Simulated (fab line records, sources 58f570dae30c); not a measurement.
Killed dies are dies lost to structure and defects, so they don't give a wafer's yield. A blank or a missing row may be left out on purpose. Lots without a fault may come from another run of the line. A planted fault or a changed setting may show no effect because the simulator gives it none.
fab line records | flow berkeley_cmos170
record lots=15 wafers=45 last_day=11
route steps=331 shown PLDD@208 CONTACT@224 M2@284 V2@294
lots that met no fault: from a run of the same line without faults
start_h: hours from the record's first day to the start of the lot's first wafer shown | wait_h: hours since the lot's step before | " the same as in the row above | L1.1+2: a row that stands for several wafers | - no value, or no start given | * or withheld: withheld | < > ~ a bound
route shown NAME@n: a module of which the file shows steps, and the number in the route of the first | usual: mean/standard deviation of fault-free wafers | same: alike in all rows | chamber/n: place in a boat | sites: the reading at each site | _std_site: their standard deviation | _edge_site: outer sites' mean less inner sites' | radius_mm: how far each site lies from the wafer's centre | mask NAME#n: copy n | behind: the tool/chamber that last shaped the wafer | hold: why the lot was held/for how many hours/how that ended | device: the transistor (n, p or np) that didn't switch | end of line: the same wafers' tests at the end of the route | a step without rows: its recipe alone | killed: dies lost to structure and defects at the first sort, not the wafer's yield | map: a wafer's dies, x killed, . not, _ none there
set.NAME: the setting as run; set.NAME@STEP: as run at that earlier step | model.NAME: the simulator's own value behind a step, which no gauge read
steps of the route over a sample of lots; a table a step, a row a wafer
services: from which hour (start_h, from the record's first day; less than 0 if before it) a tool's chamber was out of use, for how many hours, and why
## steps
# step UCB170_SDANNEAL_RS_MEAS_04
# recipe thk_meas_gauge=four-point-probe
# usual PLDD_RS=1032.7/2.5
# columns lot.wafer tool chamber start_h wait_h PLDD_RS[ohm/sq]
L150.1 film_metro-02 - 132.70 0.1 1034.8
L150.2 " - " " 1035.6
L150.6 " - " " 1033.9
L149.3 film_metro-03 - 132.74 0.1 1035.6
L149.5 " - " " 1034.3
L149.6 " - " " 1034.3
L151.2 film_metro-04 - 138.99 0.1 1032.3
L151.5 " - " " 1035.0
L151.6 " - " " 1034.5
L152.1 film_metro-04 - 153.13 0.1 1031.3
L152.3 " - " " 1032.0
L152.6 " - " " 1028.7
L154.2 film_metro-03 - 154.60 0.1 1033.7
L154.4 " - " " 1032.1
L154.6 " - " " 1035.8
L159.1 film_metro-03 - 181.42 0.1 1039.2
L159.2 " - " " 1035.3
L159.4 " - " " 1035.8
L157.3 film_metro-02 - 181.46 0.1 1034.2
L157.4 " - " " 1035.1
L157.5 " - " " 1034.0
L161.1 film_metro-02 - 195.82 0.1 1033.4
L161.3 " - " " 1030.9
L161.5 " - " " 1033.5
L160.2 film_metro-04 - 195.84 0.1 1030.6
L160.3 " - " " 1029.7
L160.6 " - " " 1032.2
L166.2 film_metro-04 - 219.16 0.1 1029.9
L166.3 " - " " 1028.8
L166.4 " - " " 1028.8
L168.1 film_metro-04 - 233.08 0.1 1030.2
L168.3 " - " " 1028.9
L168.4 " - " " 1028.4
L169.1 film_metro-03 - 233.22 0.1 1030.3
L169.5 " - " " 1028.8
L169.6 " - " " 1030.3
L170.1 film_metro-03 - 245.70 0.1 1028.4
L170.2 " - " " 1030.5
L170.4 " - " " 1030.0
L171.2 film_metro-02 - 245.91 0.1 1037.2
L171.3 " - " " 1034.9
L171.6 " - " " 1035.1
L172.2 film_metro-03 - 249.74 0.1 1033.1
L172.5 " - " " 1029.8
L172.6 " - " " 1031.0
# step UCB170_CONTACT_RTA_08
# recipe temp_c=900 time_s=10 ambient=N2
# usual anneal_temp_c_max=903.2/0.95 lamp_power_pct=23.3/2.5 wafer_temp_C_max=903.4/0.67
# columns lot.wafer tool chamber start_h wait_h anneal_temp_c_max lamp_power_pct wafer_temp_C_max
L150.1 rtp_anneal-01 0 137.26 0.0 901.8 26.1 903.3
L150.2 " 0 " " 902.4 26.1 902.6
L150.6 " 0 " " 903.0 26.1 903.2
L149.3 rtp_anneal-02 0 137.63 0.0 903.6 21.0 904.4
L149.5 " 0 " " 905.5 21.0 904.3
L149.6 " 0 " " 905.0 21.0 904.0
L151.2 rtp_anneal-01 0 143.00 0.0 901.8 26.1 902.9
L151.5 " 0 " " 903.2 26.1 903.8
L151.6 " 0 " " 903.5 26.1 904.0
L152.1 rtp_anneal-02 0 157.17 0.0 904.2 21.0 903.2
L152.3 " 0 " " 904.0 21.0 902.2
L152.6 " 0 " " 904.2 21.0 902.9
L154.2 rtp_anneal-02 0 159.14 0.0 903.9 21.0 904.3
L154.4 " 0 " " 905.3 21.0 902.6
L154.6 " 0 " " 903.2 21.0 902.7
L159.1 rtp_anneal-01 0 188.27 0.0 902.5 26.0 902.5
L159.2 " 0 " " 901.9 26.0 904.1
L159.4 " 0 " " 902.5 26.1 903.0
L157.3 rtp_anneal-02 0 188.30 0.0 903.3 21.0 903.2
L157.4 " 0 " " 904.0 21.0 903.8
L157.5 " 0 " " 903.4 21.0 904.0
L160.2 rtp_anneal-01 0 199.42 0.0 902.2 26.0 905.3
L160.3 " 0 " " 902.7 26.1 902.4
L160.6 " 0 " " 902.1 26.0 903.3
L161.1 rtp_anneal-02 0 199.59 0.0 903.6 21.0 902.0
L161.3 " 0 " " 904.4 21.0 903.0
L161.5 " 0 " " 905.0 21.0 902.7
L166.2 rtp_anneal-01 0 223.23 0.0 903.2 26.1 902.5
L166.3 " 0 " " 903.4 26.1 904.8
L166.4 " 0 " " 902.7 26.1 902.9
L168.1 rtp_anneal-02 0 237.46 0.0 903.7 21.0 903.6
L168.3 " 0 " " 904.6 21.0 903.8
L168.4 " 0 " " 903.1 21.0 902.3
L169.1 rtp_anneal-01 0 237.46 0.0 902.9 26.1 904.9
L169.5 " 0 " " 902.0 26.1 902.7
L169.6 " 0 " " 903.1 26.1 902.9
L170.1 rtp_anneal-02 0 249.06 0.0 903.1 21.0 903.2
L170.2 " 0 " " 903.0 21.0 903.5
L170.4 " 0 " " 904.7 21.0 903.8
L171.2 rtp_anneal-01 0 250.60 0.0 901.5 26.0 903.9
L171.3 " 0 " " 901.2 26.1 903.4
L171.6 " 0 " " 902.1 26.1 902.5
L172.2 rtp_anneal-02 0 253.30 0.0 902.6 21.0 902.6
L172.5 " 0 " " 903.0 21.0 902.5
L172.6 " 0 " " 903.5 21.0 903.8
# step UCB170_M2_PEB_13
# recipe peb_temp_c=130 peb_time_s=withheld resist=KrF
# usual chill_plate_temp_C=23.00/0.089 exhaust_pa=45.1/0.96
# columns lot.wafer tool chamber start_h wait_h chill_plate_temp_C exhaust_pa
L150.1 litho_track-02 0 153.69 0.7 22.98 45.8
L150.2 " 0 " " 22.95 46.2
L150.6 " 0 " " 23.12 45.9
L149.3 litho_track-04 0 153.97 0.7 23.11 44.8
L149.5 " 0 " " 23.19 43.8
L149.6 " 0 " " 22.93 43.7
L151.2 litho_track-02 0 156.01 0.2 22.91 45.7
L151.5 " 0 " " 22.97 44.1
L151.6 " 0 " " 23.02 45.3
L154.2 litho_track-02 0 176.07 0.3 22.84 44.6
L154.4 " 0 " " 23.06 45.3
L154.6 " 0 " " 23.03 45.6
L152.1 litho_track-01 0 176.55 0.4 22.99 44.9
L152.3 " 0 " " 22.86 45.1
L152.6 " 0 " " 22.99 46.3
L159.1 litho_track-04 - 203.45 0.7 - -
L159.2 " - " " - -
L159.4 " - " " - -
L157.3 litho_track-02 - 203.81 0.7 - -
L157.4 " - " " - -
L157.5 " - " " - -
L161.1 litho_track-02 - 217.26 0.3 - -
L161.3 " - " " - -
L161.5 " - " " - -
L160.2 litho_track-01 0 217.40 0.2 23.03 42.9
L160.3 " 0 " " 23.12 43.5
L160.6 " 0 " " 23.18 44.5
L166.2 litho_track-02 0 234.75 0.1 23.07 45.2
L166.3 " 0 " " 23.12 45.3
L166.4 " 0 " " 23.15 45.0
L168.1 litho_track-02 0 252.85 0.4 23.00 45.9
L168.3 " 0 " " 22.96 45.0
L168.4 " 0 " " 22.95 45.6
L169.1 litho_track-04 0 252.86 0.3 23.03 46.0
L169.5 " 0 " " 22.88 45.1
L169.6 " 0 " " 22.86 46.3
L170.1 litho_track-01 0 261.55 0.1 23.02 45.1
L170.2 " 0 " " 23.06 43.6
L170.4 " 0 " " 22.96 44.1
L171.2 litho_track-04 0 261.73 0.1 23.02 43.7
L171.3 " 0 " " 22.99 44.9
L171.6 " 0 " " 23.04 44.0
L172.2 litho_track-02 0 265.32 0.1 22.99 46.3
L172.5 " 0 " " 22.96 45.0
L172.6 " 0 " " 22.96 45.8
# step UCB170_V2_CMP_02
# recipe material=SiO2 down_force_psi=6 platen_rpm=60 pad_velocity_m_s=0.75398
# usual motor_current_A=16.9/1.8
# columns lot.wafer tool chamber start_h wait_h motor_current_A
L150.1 cmp-01 1 154.94 0.1 13.8
L150.2 " 0 " " 18.5
L150.6 " 2 " " 16.8
L149.3 cmp-02 2 155.23 0.1 17.0
L149.6 " 1 " " 16.5
L149.5 " 2 " " 16.6
L151.2 cmp-02 2 157.09 0.0 16.9
L151.6 " 2 " " 17.8
L151.5 " 3 " " 18.0
L154.4 cmp-02 0 177.27 0.1 13.4
L154.2 " 1 " " 15.4
L154.6 " 3 " " 18.3
L152.3 cmp-01 1 177.86 0.0 14.5
L152.1 " 2 " " 17.0
L152.6 " 2 " " 17.4
L160.3 cmp-01 1 218.48 0.0 15.4
L160.2 " 2 " " 17.4
L160.6 " 1 " " 13.7
L166.4 cmp-01 3 235.87 0.1 17.8
L166.3 " 0 " " 19.4
L166.2 " 1 " " 14.6
L168.4 cmp-01 1 253.95 0.0 14.3
L168.3 " 3 " " 18.4
L168.1 " 0 " " 18.4
L169.1 cmp-02 1 254.11 0.2 15.8
L169.5 " 2 " " 17.0
L169.6 " 3 " " 17.7
L170.1 cmp-01 2 262.65 0.1 17.6
L170.2 " 3 " " 18.8
L170.4 " 0 " " 19.2
L171.2 cmp-02 2 262.80 0.0 17.1
L171.3 " 0 " " 13.8
L171.6 " 2 " " 17.1
L172.2 cmp-01 0 266.49 0.1 19.1
L172.6 " 2 " " 16.3
L172.5 " 3 " " 18.3
## services
# columns tool chamber start_h hours kind
cmp-02 - 144.33 1.4 repair
cmp-02 - 182.49 0.3 repair
cmp-02 - 183.12 1.5 repair
cmp-01 - 205.86 6.0 pm
rtp_anneal-01 - 218.98 3.7 pm
cmp-02 - 232.01 4.0 pm
cmp-02 - 236.01 - consumable_replace:conditioner
cmp-02 - 236.01 - consumable_replace:pad
cmp-01 - 239.84 1.3 repair
## key
first_sign step=UCB170_M2_PEB_13 reading=tool_record direction=missing
effect none on later readings
met_at UCB170_M2_PEB_13
struck_lots L157,L159,L161
later_rows_left_out L157.3,L157.4,L157.5,L159.1,L159.2,L159.4,L161.1,L161.3,L161.5
sort_left_out L157.3,L157.4,L157.5,L159.1,L159.2,L159.4,L161.1,L161.3,L161.5
not_acting_at UCB170_SDANNEAL_RS_MEAS_04,UCB170_CONTACT_RTA_08,UCB170_V2_CMP_02
onset_between 176.07 203.45
fault kind=skipped_step_whole tool=litho_track-02,litho_track-04 chamber=- onset_h=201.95 steps=UCB170_M2_PEB_13 scope=struck_lots_only
# sort_left_out: the simulated sort isn't trusted on such a fault, so these wafers' sort isn't shown, and their yield isn't known
# later_rows_left_out: the simulator's readings of these wafers behind a module that went badly wrong aren't trusted and aren't shown, but for the sort
